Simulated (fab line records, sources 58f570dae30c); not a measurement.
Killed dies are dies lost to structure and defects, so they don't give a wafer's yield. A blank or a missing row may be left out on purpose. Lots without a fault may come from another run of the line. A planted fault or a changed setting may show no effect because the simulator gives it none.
fab line records | flow berkeley_cmos170 | part 1 of 2: steps 1 to 33 of 46
record lots=5 wafers=15 last_day=12
route steps=331 shown PFIELD@81 FIELD@89 SACOX@97 SCREENOX@100 NVT@104 PVT@115 GATE@125
lots that met no fault: from a run of the same line without faults
start_h: hours from the record's first day to the start of the lot's first wafer shown | wait_h: hours since the lot's step before | " the same as in the row above | L1.1+2: a row that stands for several wafers | - no value, or no start given | * or withheld: withheld | < > ~ a bound
route shown NAME@n: a module of which the file shows steps, and the number in the route of the first | usual: mean/standard deviation of fault-free wafers | same: alike in all rows | chamber/n: place in a boat | sites: the reading at each site | _std_site: their standard deviation | _edge_site: outer sites' mean less inner sites' | radius_mm: how far each site lies from the wafer's centre | mask NAME#n: copy n | behind: the tool/chamber that last shaped the wafer | hold: why the lot was held/for how many hours/how that ended | device: the transistor (n, p or np) that didn't switch | end of line: the same wafers' tests at the end of the route | a step without rows: its recipe alone | killed: dies lost to structure and defects at the first sort, not the wafer's yield | map: a wafer's dies, x killed, . not, _ none there
set.NAME: the setting as run; set.NAME@STEP: as run at that earlier step | model.NAME: the simulator's own value behind a step, which no gauge read
lots at some steps of the route; a table a step, a row a wafer
services: from which hour (start_h, from the record's first day; less than 0 if before it) a tool's chamber was out of use, for how many hours, and why
## steps
# step UCB170_PFIELD_SOFTBAKE_02
# recipe resist=KrF temp_c=130 time_s=60
# columns lot.wafer tool chamber start_h wait_h
L080.3+5+6 litho_track-04 0 103.98 0.1
L081.1+4+5 litho_track-01 0 104.04 0.1
L087.1+5+6 litho_track-04 0 141.81 0.1
L095.1+2+3 litho_track-02 0 197.27 0.1
L093.1+3+6 litho_track-01 0 197.37 0.1
# step UCB170_PFIELD_EXPOSE_03
# recipe mask_id=PFIELD na=0.5 sigma_outer=0.6 source_shape=conventional target_cd_nm=1500 dose_mj=30
# columns lot.wafer tool chamber start_h wait_h mask
L080.3+5+6 krf_scanner-01 0 104.24 0.2 PFIELD#0
L081.1+4+5 krf_scanner-01 0 104.32 0.3 PFIELD#0
L087.1+5+6 krf_scanner-02 0 142.04 0.2 PFIELD#0
L095.1+2+3 krf_scanner-01 0 197.42 0.1 PFIELD#0
L093.1+3+6 krf_scanner-01 0 197.54 0.1 PFIELD#0
# step UCB170_PFIELD_PEB_04
# recipe peb_temp_c=130 peb_time_s=withheld resist=KrF
# columns lot.wafer tool chamber start_h wait_h
L080.3+5+6 litho_track-01 0 104.69 0.4
L081.1+4+5 litho_track-02 0 104.71 0.4
L087.1+5+6 litho_track-01 0 142.20 0.1
L095.1+2+3 litho_track-01 0 197.97 0.5
L093.1+3+6 litho_track-01 0 198.25 0.7
# step UCB170_PFIELD_DEVELOP_05
# recipe developer=TMAH develop_time_s=45 resist=KrF dev_temp_c=21
# same develop_time_s=45
# columns lot.wafer tool chamber start_h wait_h
L080.3+5+6 litho_track-01 0 - -
L081.1+4+5 litho_track-02 0 - -
L087.1+5+6 litho_track-01 0 - -
L095.1+2+3 litho_track-01 0 - -
L093.1+3+6 litho_track-01 0 - -
# step UCB170_PFIELD_OVL_MEAS_06
# usual PFIELD_OVL=1/5.5
# columns lot.wafer tool chamber start_h wait_h PFIELD_OVL[nm]
L080.3 overlay-01 - 104.93 - 4
L080.5 " - " " 6
L080.6 " - " " 6
L081.1 overlay-02 - 104.98 - -12
L081.4 " - " " -8
L081.5 " - " " -7
L087.1 overlay-02 - 142.47 - -1
L087.5 " - " " 2
L087.6 " - " " 3
L095.1 overlay-02 - 198.25 - 10
L095.2 " - " " 12
L095.3 " - " " 10
L093.1 overlay-01 - 198.52 - -5
L093.3 " - " " -3
L093.6 " - " " -1
# step UCB170_PFIELD_IMPLANT_07
# recipe species=B dose_cm2=2e+13 energy_kev=80 tilt_deg=7
# usual dose_ions_cm2=1.9998e+13/2.4e+10
# columns lot.wafer tool chamber start_h wait_h dose_ions_cm2
L080.3 implanter-03 0 105.00 0.1 2.0006e+13
L080.5 " 0 " " 2.0011e+13
L080.6 " 0 " " 2.0005e+13
L081.1 implanter-04 0 105.02 0.0 1.998e+13
L081.4 " 0 " " 1.9994e+13
L081.5 " 0 " " 1.9985e+13
L087.1 implanter-02 0 142.51 0.0 2.0019e+13
L087.5 " 0 " " 2.002e+13
L087.6 " 0 " " 1.9989e+13
L095.1 implanter-03 0 198.28 0.0 1.9977e+13
L095.2 " 0 " " 1.9995e+13
L095.3 " 0 " " 2.0014e+13
L093.1 implanter-02 0 198.56 0.0 2.0021e+13
L093.3 " 0 " " 2.0003e+13
L093.6 " 0 " " 1.9995e+13
# step UCB170_PFIELD_STRIP_08
# recipe chemistry=O2 power_w=400 pressure_mtorr=3500 platen_temp_c=withheld o2_flow_sccm=400 overash_fraction=0.5
# usual drypump_motor_current_A=5.76/0.24 oes_product_au=0.735/0.0049 strip_time_to_endpoint_s=21.63/0.059
# columns lot.wafer tool chamber start_h wait_h drypump_motor_current_A oes_product_au rf_hours_counter_h strip_time_to_endpoint_s
L080.3 plasma_asher-03 0 105.13 0.1 6.09 0.734 - 21.65
L080.5 " 1 " " 6.05 0.736 - 21.62
L080.6 " 0 " " 6.08 0.738 - 21.75
L081.1 plasma_asher-01 0 105.17 0.1 5.48 0.735 40 21.61
L081.4 " 1 " " 5.67 0.726 - 21.54
L081.5 " 1 " " 5.67 0.732 - 21.53
L087.1 plasma_asher-02 1 142.66 0.1 5.63 0.734 3 21.56
L087.5 " 0 " " 5.91 0.736 - 21.63
L087.6 " 1 " " 5.62 0.731 - 21.60
L095.1 plasma_asher-03 0 198.43 0.1 6.08 0.733 40 21.62
L095.2 " 1 " " 6.05 0.734 40 21.60
L095.3 " 1 " " 6.05 0.742 - 21.63
L093.1 plasma_asher-02 0 198.71 0.1 5.90 0.736 9 21.52
L093.3 " 0 " " 5.91 0.738 - 21.45
L093.6 " 0 " " 5.89 0.737 - 21.52
# step UCB170_PFIELD_TW_MEAS_09
# usual PFIELD_TW=605.9/2.8
# columns lot.wafer tool chamber start_h wait_h PFIELD_TW
L080.3 film_metro-02 - 105.22 0.1 609.2
L080.5 " - " " 608.3
L080.6 " - " " 605.3
L081.1 film_metro-03 - 105.27 0.1 609.3
L081.4 " - " " 606.1
L081.5 " - " " 607.3
L087.1 film_metro-03 - 142.76 0.1 606.6
L087.5 " - " " 608.7
L087.6 " - " " 604.8
L095.1 film_metro-02 - 198.53 0.1 604.6
L095.2 " - " " 604.3
L095.3 " - " " 603.4
L093.1 film_metro-02 - 198.81 0.1 606.1
L093.3 " - " " 604.9
L093.6 " - " " 606.4
# step UCB170_FIELD_CLEAN_00
# recipe chemistry=dHF dilution=25:1 time_s=7.5
# columns lot.wafer tool chamber start_h wait_h
L080.3+5+6 wet_bench-03 3 105.26 0.0
L081.1+4+5 wet_bench-03 3 105.33 0.1
L087.1+5+6 wet_bench-02 2 142.82 0.1
L095.1+2+3 wet_bench-03 0 198.59 0.1
L093.1+3+6 wet_bench-02 2 198.87 0.1
# step UCB170_FIELD_OXIDATION_01
# recipe temp_c=1000 ambient=H2O p_h2o_torr=584.62 target_thk_a=5583 ox_time_s=7200
# usual tube_center_temp_C_max=1002.5/0.37
# columns lot.wafer tool chamber start_h wait_h tube_center_temp_C_max
L080.3 furnace-04 0 105.96 0.7 1002.5
L080.5 " 0 " " 1002.0
L080.6 " 0 " " 1002.3
L081.1 furnace-04 0 105.96 0.6 1002.5
L081.4 " 0 " " 1002.5
L081.5 " 0 " " 1002.6
L087.1 furnace-01 0 149.68 6.9 1002.7
L087.5 " 0 " " 1002.6
L087.6 " 0 " " 1002.1
L093.1 furnace-04 0 201.05 2.2 1002.3
L093.3 " 0 " " 1001.8
L093.6 " 0 " " 1002.7
L095.1 furnace-04 0 201.05 2.4 1003.0
L095.2 " 0 " " 1002.2
L095.3 " 0 " " 1003.1
# step UCB170_FIELD_THK_MEAS_02
# recipe reads=SiO2_of_FIELD_OXIDATION_01
# usual FIELD_OXIDE_THK=562/11
# columns lot.wafer tool chamber start_h wait_h FIELD_OXIDE_THK[nm]
L080.3 film_metro-02 - 108.98 0.0 576
L080.5 " - " " 569
L080.6 " - " " 578
L081.1 film_metro-04 - 108.98 0.0 570
L081.4 " - " " 560
L081.5 " - " " 562
L087.1 film_metro-04 - 152.68 0.0 552
L087.5 " - " " 550
L087.6 " - " " 551
L093.1 film_metro-03 - 204.05 0.0 560
L093.3 " - " " 561
L093.6 " - " " 566
L095.1 film_metro-04 - 204.05 0.0 575
L095.2 " - " " 581
L095.3 " - " " 576
# step UCB170_FIELD_ANNEAL_03
# recipe temp_c=1000 time_s=1200 ambient=N2
# usual tube_center_temp_C_max=1002.6/0.41
# columns lot.wafer tool chamber start_h wait_h tube_center_temp_C_max
L080.3 furnace-04 0 109.02 0.0 1002.8
L080.5 " 0 " " 1003.0
L080.6 " 0 " " 1002.9
L081.1 furnace-02 0 110.08 1.1 1002.5
L081.4 " 0 " " 1002.3
L081.5 " 0 " " 1003.3
L087.1 furnace-01 0 155.28 2.6 1002.2
L087.5 " 0 " " 1001.9
L087.6 " 0 " " 1003.4
L093.1 furnace-02 0 205.11 1.0 1003.5
L093.3 " 0 " " 1002.4
L093.6 " 0 " " 1002.5
L095.1 furnace-02 0 205.11 1.0 1002.6
L095.2 " 0 " " 1003.3
L095.3 " 0 " " 1002.7
# step UCB170_FIELD_WET_ETCH_04
# recipe chemistry=dHF dilution=10:1 target=SiO2 temp_c=25 time_s=60
# columns lot.wafer tool chamber start_h wait_h
L080.3+5+6 wet_bench-03 1 110.75 0.4
L081.1+4+5 wet_bench-04 0 111.60 0.2
L087.1+5+6 wet_bench-02 2 156.62 0.0
L093.1+3+6 wet_bench-02 3 206.44 0.0
L095.1+2+3 wet_bench-02 0 206.44 0.0
# step UCB170_FIELD_WET_ETCH_05
# recipe chemistry=H3PO4 target=Si3N4 temp_c=160 time_s=12600
# columns lot.wafer tool chamber start_h wait_h
L080.3+5+6 wet_bench-02 3 111.43 0.7
L081.1+4+5 wet_bench-04 3 111.77 0.1
L087.1+5+6 wet_bench-02 0 156.64 0.0
L093.1+3+6 wet_bench-02 1 206.47 0.0
L095.1+2+3 wet_bench-02 2 206.47 0.0
# step UCB170_FIELD_WET_ETCH_06
# recipe chemistry=BOE dilution=5:1 target=SiO2 temp_c=25 time_s=21.14
# columns lot.wafer tool chamber start_h wait_h
L080.3+5+6 wet_bench-03 0 115.39 0.5
L081.1+4+5 wet_bench-04 3 118.84 0.1
L087.1+5+6 wet_bench-03 3 160.15 0.0
L093.1+3+6 wet_bench-02 0 210.57 0.3
L095.1+2+3 wet_bench-02 0 210.57 0.3
# step UCB170_FIELD_THK_MEAS_90
# recipe reads=SiO2_of_FIELD_OXIDATION_01
# usual FIELD_OXIDE_LEFT_1_THK=447/11
# columns lot.wafer tool chamber start_h wait_h FIELD_OXIDE_LEFT_1_THK[nm]
L080.3 film_metro-04 - 115.45 0.0 460
L080.5 " - " " 453
L080.6 " - " " 462
L081.1 film_metro-04 - 118.85 0.0 455
L081.4 " - " " 444
L081.5 " - " " 447
L087.1 film_metro-04 - 160.17 0.0 436
L087.5 " - " " 434
L087.6 " - " " 434
L093.1 film_metro-03 - 210.58 0.0 445
L093.3 " - " " 446
L093.6 " - " " 450
L095.1 film_metro-02 - 210.58 0.0 462
L095.2 " - " " 468
L095.3 " - " " 463
# step UCB170_SACOX_CLEAN_00
# recipe chemistry=dHF dilution=25:1 time_s=7.5
# columns lot.wafer tool chamber start_h wait_h
L080.3+5+6 wet_bench-02 1 115.63 0.2
L081.1+4+5 wet_bench-01 3 118.91 0.1
L087.1+5+6 wet_bench-02 3 160.23 0.1
L093.1+3+6 wet_bench-01 0 210.64 0.1
L095.1+2+3 wet_bench-01 2 210.64 0.1
# step UCB170_SACOX_OXIDATION_01
# recipe temp_c=900 ambient=O2 target_thk_a=144 ox_time_s=2400
# usual tube_center_temp_C_max=902.3/0.39
# columns lot.wafer tool chamber start_h wait_h tube_center_temp_C_max
L080.3 furnace-03 0 117.65 2.0 902.3
L080.5 " 0 " " 903.0
L080.6 " 0 " " 902.2
L081.1 furnace-03 0 124.16 5.2 902.1
L081.4 " 0 " " 901.9
L081.5 " 0 " " 902.4
L087.1 furnace-02 0 168.33 8.1 902.2
L087.5 " 0 " " 902.6
L087.6 " 0 " " 902.0
L093.1 furnace-03 0 214.28 3.6 903.3
L093.3 " 0 " " 902.4
L093.6 " 0 " " 901.8
L095.1 furnace-03 0 214.28 3.6 902.3
L095.2 " 0 " " 902.1
L095.3 " 0 " " 902.2
# step UCB170_SACOX_THK_MEAS_02
# recipe reads=SiO2_of_SACOX_OXIDATION_01
# usual SACOX_OXIDE_THK=14.40/0.25
# columns lot.wafer tool chamber start_h wait_h SACOX_OXIDE_THK[nm]
L080.3 film_metro-02 - 119.33 0.0 14.31
L080.5 " - " " 14.29
L080.6 " - " " 14.07
L081.1 film_metro-04 - 125.83 0.0 13.95
L081.4 " - " " 14.02
L081.5 " - " " 14.02
L087.1 film_metro-04 - 169.99 0.0 14.18
L087.5 " - " " 14.32
L087.6 " - " " 14.60
L093.1 film_metro-01 - 215.95 0.0 14.57
L093.3 " - " " 14.34
L093.6 " - " " 14.59
L095.1 film_metro-02 - 215.95 0.0 14.71
L095.2 " - " " 14.31
L095.3 " - " " 14.49
# step UCB170_SCREENOX_WET_ETCH_00
# recipe chemistry=dHF dilution=25:1 target=SiO2 temp_c=25 time_s=200
# columns lot.wafer tool chamber start_h wait_h
L080.3+5+6 wet_bench-02 2 119.37 0.0
L081.1+4+5 wet_bench-02 2 125.89 0.1
L087.1+5+6 wet_bench-02 1 170.21 0.2
L093.1+3+6 wet_bench-02 2 216.01 0.1
L095.1+2+3 wet_bench-02 0 216.01 0.1
# step UCB170_SCREENOX_OXIDATION_01
# recipe temp_c=900 ambient=O2 target_thk_a=144 ox_time_s=2400
# usual tube_center_temp_C_max=902.3/0.38
# columns lot.wafer tool chamber start_h wait_h tube_center_temp_C_max
L080.3 furnace-03 0 127.08 7.6 902.2
L080.5 " 0 " " 902.4
L080.6 " 0 " " 902.2
L081.1 furnace-03 0 127.08 1.1 902.0
L081.4 " 0 " " 902.2
L081.5 " 0 " " 901.8
L087.1 furnace-04 0 172.24 2.0 902.6
L087.5 " 0 " " 902.7
L087.6 " 0 " " 903.3
L093.1 furnace-03 0 217.45 1.4 902.1
L093.3 " 0 " " 902.4
L093.6 " 0 " " 902.3
L095.1 furnace-03 0 217.45 1.4 902.1
L095.2 " 0 " " 902.3
L095.3 " 0 " " 902.8
# step UCB170_SCREENOX_THK_MEAS_02
# recipe reads=SiO2_of_SCREENOX_OXIDATION_01
# usual SCREENOX_OXIDE_THK=14.48/0.26
# columns lot.wafer tool chamber start_h wait_h SCREENOX_OXIDE_THK[nm]
L081.1 film_metro-01 - 128.75 0.0 14.16
L081.4 " - " " 14.38
L081.5 " - " " 14.19
L080.3 film_metro-03 - 128.77 0.0 14.36
L080.5 " - " " 14.23
L080.6 " - " " 14.45
L087.1 film_metro-03 - 173.96 0.1 14.48
L087.5 " - " " 14.15
L087.6 " - " " 14.49
L093.1 film_metro-01 - 219.12 0.0 14.17
L093.3 " - " " 13.99
L093.6 " - " " 14.26
L095.1 film_metro-04 - 219.12 0.0 14.33
L095.2 " - " " 14.66
L095.3 " - " " 14.40
# step UCB170_SCREENOX_ANNEAL_03
# recipe temp_c=900 time_s=900 ambient=N2
# usual tube_center_temp_C_max=902.3/0.38
# columns lot.wafer tool chamber start_h wait_h tube_center_temp_C_max
L080.3 furnace-01 0 130.24 1.5 902.2
L080.5 " 0 " " 902.7
L080.6 " 0 " " 901.9
L081.1 furnace-01 0 130.24 1.5 903.4
L081.4 " 0 " " 902.4
L081.5 " 0 " " 902.3
L087.1 furnace-03 0 177.89 3.9 902.3
L087.5 " 0 " " 901.9
L087.6 " 0 " " 902.5
L093.1 furnace-04 0 220.72 1.6 902.4
L093.3 " 0 " " 901.9
L093.6 " 0 " " 901.9
L095.1 furnace-04 0 220.72 1.6 902.4
L095.2 " 0 " " 902.6
L095.3 " 0 " " 902.3
# step UCB170_NVT_HMDS_00
# recipe prime_time_s=60 prime_temp_c=100
# columns lot.wafer tool chamber start_h wait_h
L081.1+4+5 litho_track-02 0 132.39 0.9
L080.3+5+6 litho_track-01 0 132.60 1.1
L087.1+5+6 litho_track-03 0 179.43 0.3
L095.1+2+3 litho_track-01 0 222.25 0.3
L093.1+3+6 litho_track-03 0 222.36 0.4
# step UCB170_NVT_COAT_01
# recipe resist=KrF spin_rpm=1500 resist_thk_nm=900
# columns lot.wafer tool chamber start_h wait_h
L081.1+4+5 litho_track-02 0 132.54 0.1
L080.3+5+6 litho_track-01 0 132.75 0.1
L087.1+5+6 litho_track-03 0 179.58 0.1
L095.1+2+3 litho_track-01 0 222.40 0.1
L093.1+3+6 litho_track-03 0 222.51 0.1
# step UCB170_NVT_SOFTBAKE_02
# recipe resist=KrF temp_c=130 time_s=60
# columns lot.wafer tool chamber start_h wait_h
L081.1+4+5 litho_track-02 0 132.69 0.1
L080.3+5+6 litho_track-01 0 132.90 0.1
L087.1+5+6 litho_track-03 0 179.73 0.1
L095.1+2+3 litho_track-01 0 222.55 0.1
L093.1+3+6 litho_track-03 0 222.66 0.1
# step UCB170_NVT_EXPOSE_03
# recipe mask_id=PWELL target_cd_nm=3000 na=0.5 sigma_outer=0.6 source_shape=conventional dose_mj=30
# columns lot.wafer tool chamber start_h wait_h mask
L081.1+4+5 krf_scanner-02 0 133.13 0.4 PWELL#0
L080.3+5+6 krf_scanner-02 0 133.28 0.4 PWELL#0
L087.1+5+6 krf_scanner-01 0 180.20 0.4 PWELL#0
L095.1+2+3 krf_scanner-01 0 222.87 0.3 PWELL#0
L093.1+3+6 krf_scanner-01 0 223.38 0.7 PWELL#0
# step UCB170_NVT_PEB_04
# recipe peb_temp_c=130 peb_time_s=withheld resist=KrF
# columns lot.wafer tool chamber start_h wait_h
L081.1+4+5 litho_track-03 0 134.18 1.0
L080.3+5+6 litho_track-01 0 134.23 0.9
L087.1+5+6 litho_track-02 0 180.32 0.1
L095.1+2+3 litho_track-01 0 223.42 0.5
L093.1+3+6 litho_track-01 0 223.70 0.3
# step UCB170_NVT_DEVELOP_05
# recipe developer=TMAH develop_time_s=43.35 resist=KrF dev_temp_c=21
# same develop_time_s=43.35
# columns lot.wafer tool chamber start_h wait_h
L081.1+4+5 litho_track-03 0 - -
L080.3+5+6 litho_track-01 0 - -
L087.1+5+6 litho_track-02 0 - -
L095.1+2+3 litho_track-01 0 - -
L093.1+3+6 litho_track-01 0 - -
# step UCB170_NVT_OVL_MEAS_06
# usual NVT_OVL=-1/6.7
# columns lot.wafer tool chamber start_h wait_h NVT_OVL[nm]
L081.1 overlay-01 - 134.45 - -11
L081.4 " - " " -5
L081.5 " - " " -9
L080.3 overlay-01 - 134.50 - -3
L080.5 " - " " -12
L080.6 " - " " 1
L087.1 overlay-02 - 180.59 - -4
L087.5 " - " " -4
L087.6 " - " " -16
L095.1 overlay-02 - 223.70 - 13
L095.2 " - " " 4
L095.3 " - " " 6
L093.1 overlay-01 - 223.97 - 5
L093.3 " - " " 7
L093.6 " - " " -10
# step UCB170_NVT_IMPLANT_07
# recipe species=BF2 dose_cm2=3e+12 energy_kev=50 tilt_deg=7
# usual dose_ions_cm2=2.9997e+12/3e+09
# columns lot.wafer tool chamber start_h wait_h dose_ions_cm2
L081.1 implanter-01 0 134.49 0.0 2.9987e+12
L081.4 " 0 " " 3.0008e+12
L081.5 " 0 " " 2.999e+12
L080.3 implanter-03 0 134.57 0.1 2.9987e+12
L080.5 " 0 " " 2.9986e+12
L080.6 " 0 " " 3.0031e+12
L087.1 implanter-02 0 180.63 0.0 2.9978e+12
L087.5 " 0 " " 2.9986e+12
L087.6 " 0 " " 2.9976e+12
L095.1 implanter-03 0 223.74 0.0 2.9966e+12
L095.2 " 0 " " 3.0053e+12
L095.3 " 0 " " 3.0023e+12
L093.1 implanter-02 0 224.01 0.0 2.9972e+12
L093.3 " 0 " " 2.9977e+12
L093.6 " 0 " " 2.9989e+12
# step UCB170_NVT_STRIP_08
# recipe chemistry=O2 power_w=400 pressure_mtorr=3500 platen_temp_c=withheld o2_flow_sccm=400 overash_fraction=0.5
# usual drypump_motor_current_A=5.9/0.39 oes_product_au=0.735/0.0047 strip_time_to_endpoint_s=21.63/0.073
# columns lot.wafer tool chamber start_h wait_h drypump_motor_current_A oes_product_au rf_hours_counter_h strip_time_to_endpoint_s
L081.1 plasma_asher-04 1 134.64 0.1 5.6 0.725 43 21.60
L081.4 " 0 " " 6.6 0.735 - 21.71
L081.5 " 0 " " 6.6 0.731 - 21.71
L080.3 plasma_asher-01 0 134.71 0.1 5.5 0.723 - 21.67
L080.5 " 1 " " 5.6 0.734 - 21.62
L080.6 " 0 " " 5.5 0.734 - 21.65
L087.1 plasma_asher-04 0 180.78 0.1 6.6 0.742 48 21.63
L087.5 " 0 " " 6.6 0.730 - 21.67
L087.6 " 1 " " 5.6 0.742 - 21.66
L095.1 plasma_asher-04 0 223.89 0.1 6.6 0.736 53 21.60
L095.2 " 1 " " 5.6 0.730 53 21.63
L095.3 " 0 " " 6.6 0.732 - 21.57
L093.1 plasma_asher-01 0 224.16 0.1 5.5 0.737 53 21.65
L093.3 " 0 " " 5.5 0.741 - 21.65
L093.6 " 0 " " 5.5 0.732 - 21.66
# step UCB170_NVT_TW_MEAS_09
# usual NVT_TW=526.8/2
# columns lot.wafer tool chamber start_h wait_h NVT_TW
L081.1 film_metro-01 - 134.74 0.1 525.7
L081.4 " - " " 528.4
L081.5 " - " " 525.1
L080.3 film_metro-03 - 134.79 0.1 525.8
L080.5 " - " " 525.6
L080.6 " - " " 526.8
L087.1 film_metro-01 - 180.88 0.1 523.9
L087.5 " - " " 524.6
L087.6 " - " " 522.8
L095.1 film_metro-01 - 223.99 0.1 529.8
L095.2 " - " " 528.9
L095.3 " - " " 528.0
L093.1 film_metro-03 - 224.26 0.1 526.7
L093.3 " - " " 524.3
L093.6 " - " " 527.9
